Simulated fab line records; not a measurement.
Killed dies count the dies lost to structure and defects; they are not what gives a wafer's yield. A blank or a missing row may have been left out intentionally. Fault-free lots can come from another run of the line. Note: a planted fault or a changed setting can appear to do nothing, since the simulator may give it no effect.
What tool caused it?	flow berkeley_cmos170	Sampling: 14 lots, 42 wafers, 2 of 331 route steps

== WHAT THE GAUGES SHOWED, per wafer ==
UCB170_ACTIVE_THK_MEAS_06. Usual: ACTIVE_NITRIDE_THK typically reads 219.0 nm, with standard deviation 2.1.
lot	measured	on	ACTIVE_NITRIDE_THK (nm)	flag
L352	day 4 05:11	film_metro-03	223.7 223.2 223.6	
L353	day 4 08:59	film_metro-04	219.3 218.4 219.5	
L354	day 4 08:59	film_metro-02	217.7 217.2 217.2	
L355	day 4 16:43	film_metro-03	158.7 161.6 161.6	OFF
L356	day 4 16:44	film_metro-02	159.6 159.0 158.9	OFF
L367	day 7 05:59	film_metro-02	218.9 219.1 219.2	
L368	day 7 13:17	film_metro-03	218.3 220.2 218.5	
L369	day 7 13:17	film_metro-02	218.1 217.1 216.4	
L370	day 8 03:55	film_metro-02	217.6 216.4 217.8	
L371	day 8 03:55	film_metro-03	214.1 215.0 214.1	
L372	day 8 03:54	film_metro-04	217.1 216.7 217.2	
L373	day 8 13:08	film_metro-03	217.2 219.2 218.7	
L374	day 8 18:44	film_metro-02	219.5 218.9 218.4	
L375	day 9 06:34	film_metro-04	216.0 217.5 217.5	

== WHAT TOOL EACH LOT RAN ON (gives the tool, then ch and the chambers of the sampled wafers, and finally the start) ==
lot	UCB170_ACTIVE_CVD_05
L352	lpcvd-01 ch 0, day 4 03:13
L353	lpcvd-01 ch 1, day 4 07:04
L354	lpcvd-01 ch 1, day 4 07:04
L355	lpcvd-01 ch 1, day 4 14:48
L356	lpcvd-01 ch 0, day 4 14:48
L367	lpcvd-02 ch 1, day 7 03:06
L368	lpcvd-02 ch 0, day 7 10:24
L369	lpcvd-02 ch 1, day 7 10:24
L370	lpcvd-02 ch 1, day 8 01:01
L371	lpcvd-02 ch 1, day 8 01:01
L372	lpcvd-02 ch 1, day 8 01:01
L373	lpcvd-02 ch 0, day 8 10:16
L374	lpcvd-02 ch 0, day 8 15:52
L375	lpcvd-02 ch 1, day 9 03:40
- UCB170_ACTIVE_CVD_05: deposits Si3N4 from SiH2Cl2/NH3, target thk 220 nm, time 3300 s.

== WHAT THE TOOLS THEMSELVES READ (means of the sampled wafers that have a number; where no wafer has one, the mark that the record gives instead) ==
The record holds no such reading with a usual standard deviation.

== THE ANSWER, worked out from the rows above alone ==
Rule: lot off if the mean of its wafers having a number is beyond 3 standard deviations from the usual mean. A lot without any number at a reading at which 4 lots or more have one is off too. Where the step has rows for the other lots, those lots are counted as sound. Order of review: gauges by route order, followed by the tools' own readings, for which a lot's mean as printed above is used. At the first step where some lot is off, the reading lying furthest off is the one used; lots without a number count as furthest.
Off: L355, L356, at UCB170_ACTIVE_THK_MEAS_06 (ACTIVE_NITRIDE_THK).
If a tool, at a process step before that reading, ran all the lots that are off and no sound lot after the first of them, it fits. The gauges at UCB170_ACTIVE_THK_MEAS_06 are tried like those tools. One candidate fits, namely lpcvd-01 at UCB170_ACTIVE_CVD_05. Its last sound lot is L353 (day 4 07:04), its first lot that is off L355 (day 4 14:48): a fault that began between those two fits.

== WHAT THE SIMULATOR HAD INSERTED ==
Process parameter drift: lpcvd-01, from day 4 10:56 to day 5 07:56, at UCB170_ACTIVE_CVD_05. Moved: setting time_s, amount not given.
Shown lots that were struck: L355, L356. The rule above found the same.
